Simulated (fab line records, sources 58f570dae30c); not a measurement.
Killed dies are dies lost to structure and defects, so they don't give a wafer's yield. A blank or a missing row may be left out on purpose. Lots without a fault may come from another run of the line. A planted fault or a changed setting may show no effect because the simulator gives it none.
Which tool did it? | flow berkeley_cmos170 | 7 lots, 21 wafers sampled, at 2 steps of a route of 331

WHAT THE GAUGES READ, wafer by wafer
UCB170_V2_BOW_MEAS_03.
lot  | measured     | on            | V2_BOW (um)
L809 | day 9 02:19  | film_metro-01 | 47 47 48
L810 | day 9 13:20  | film_metro-01 | 45 39 40
L817 | day 11 14:52 | film_metro-03 | 52 41 40
L816 | day 11 15:52 | film_metro-02 | 41 34 51
L826 | day 12 15:29 | film_metro-03 | 28 47 35
L830 | day 13 09:12 | film_metro-01 | 34 45 41
L828 | day 13 09:14 | film_metro-03 | 36 40 42

WHICH TOOL RAN EACH LOT (tool, then ch and the chambers of the sampled wafers, then the start)
lot  | UCB170_M1_SPUTTER_00
L809 | pvd_sputter-01, day 8 17:13
L810 | pvd_sputter-01, day 9 02:01
L817 | pvd_sputter-01, day 10 22:46
L816 | pvd_sputter-02, day 11 01:58
L826 | pvd_sputter-03, day 12 05:45
L830 | pvd_sputter-02, day 12 22:36
L828 | pvd_sputter-03, day 12 23:47
- UCB170_M1_SPUTTER_00: material Al, target thk 600 nm, time 80 s.

THE ANSWER, worked out from the rows above alone
Rule: what is usual is taken from the lots themselves. Put in order of their means at a reading, lots are off if they are a third of the lots or fewer, leave a main group of 4 or more, and stand apart from it by a gap of 3 or more times the standard deviation of the main group's means; of several such gaps the widest counts. A main group whose means are all the same, to the digits that the tables above print for the reading, isn't used. A lot without any number at a reading at which 4 lots or more have one is off too. The other lots that the step has rows for count as sound.
No lot is off at any reading shown: from this, nothing can be told.

WHAT THE SIMULATOR HAD PUT IN
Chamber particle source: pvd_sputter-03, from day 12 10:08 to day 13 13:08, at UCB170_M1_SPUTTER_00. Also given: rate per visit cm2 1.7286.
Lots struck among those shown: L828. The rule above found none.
